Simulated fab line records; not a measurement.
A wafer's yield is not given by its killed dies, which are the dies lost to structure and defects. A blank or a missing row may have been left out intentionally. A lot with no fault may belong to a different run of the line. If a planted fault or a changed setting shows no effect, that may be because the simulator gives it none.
Which tool did it? -- flow rit_cmos -- 14 lots, 42 wafers sampled, at 2 steps of a route of 202

## WHAT THE GAUGES SHOWED, per wafer
RIT_GATE_THK_MEAS_07. Usual: for GATE_OXIDE_THK the level is 2.80 nm and the standard deviation is 0.061.
lot,measured,on,GATE_OXIDE_THK (nm),flag
L752,day 2 18:55,film_metro-01,2.69 2.70 2.69,
L753,day 3 00:14,film_metro-01,2.75 2.74 2.80,
L754,day 3 05:34,film_metro-02,2.83 2.86 2.79,
L755,day 3 07:21,film_metro-01,2.82 2.80 2.80,
L756,day 3 13:23,film_metro-02,2.86 2.79 2.90,
L757,day 3 22:34,film_metro-02,2.87 2.85 2.82,
L760,day 4 10:19,film_metro-03,2.77 2.82 2.85,
L761,day 4 19:02,film_metro-02,2.77 2.81 2.78,
L766,day 6 06:28,film_metro-01,2.74 2.81 2.76,
L768,day 6 14:47,film_metro-01,2.77 2.80 2.82,
L770,day 6 17:45,film_metro-03,2.75 2.73 2.69,
L772,day 7 07:09,film_metro-03,2.74 2.74 2.76,
L771,day 7 07:10,film_metro-01,2.76 2.78 2.75,
L774,day 7 08:10,film_metro-01,2.75 2.78 2.81,

RIT_NLDD_TW_MEAS_10. Usual: for NLDD_TW the level is 2524 and the standard deviation is 14.
lot,measured,on,NLDD_TW,flag
L752,day 3 04:32,film_metro-04,2504 2502 2513,
L753,day 3 10:43,film_metro-04,2516 2512 2518,
L754,day 3 14:33,film_metro-04,2535 2516 2504,
L755,day 3 16:52,film_metro-04,2510 2519 2530,
L756,day 3 23:54,film_metro-01,2511 2515 2512,
L757,day 4 10:34,film_metro-04,2529 2524 2548,
L760,day 4 19:06,film_metro-04,2544 2538 2554,
L761,day 5 06:49,film_metro-01,2510 2519 2532,
L766,day 6 15:56,film_metro-04,2535 2553 2543,
L768,day 7 05:13,film_metro-04,2523 2519 2539,
L770,day 7 05:26,film_metro-04,2542 2536 2521,
L772,day 7 15:04,film_metro-04,2517 2532 2514,
L771,day 7 17:49,film_metro-01,2510 2517 2506,
L774,day 7 18:04,film_metro-04,2529 2512 2534,

## WHAT TOOL EACH LOT RAN ON (gives the tool, then ch and the chambers of the sampled wafers, and finally the start)
Before these readings, the record contains no process step.

## WHAT THE TOOLS THEMSELVES READ (means of the sampled wafers that have a number; where no wafer has one, the mark that the record gives instead)
The record holds no such reading with a usual standard deviation.

## THE ANSWER, worked out from the rows above alone
Rule: a lot is off if the mean of its wafers that have a number lies more than 3 standard deviations from the usual mean. A lot without any number at a reading at which 4 lots or more have one is off too. Where the step has rows for the other lots, those lots are counted as sound. After the gauges, taken in route order, come the tools' own readings; for these a lot's mean is taken, as printed above. The first step at which some lot is off is used, and at that step the reading that is off furthest; a lot without a number counts as furthest.
Across all readings shown, no lot is off: no conclusion can be drawn from this.

## WHAT WAS PUT IN BY THE SIMULATOR
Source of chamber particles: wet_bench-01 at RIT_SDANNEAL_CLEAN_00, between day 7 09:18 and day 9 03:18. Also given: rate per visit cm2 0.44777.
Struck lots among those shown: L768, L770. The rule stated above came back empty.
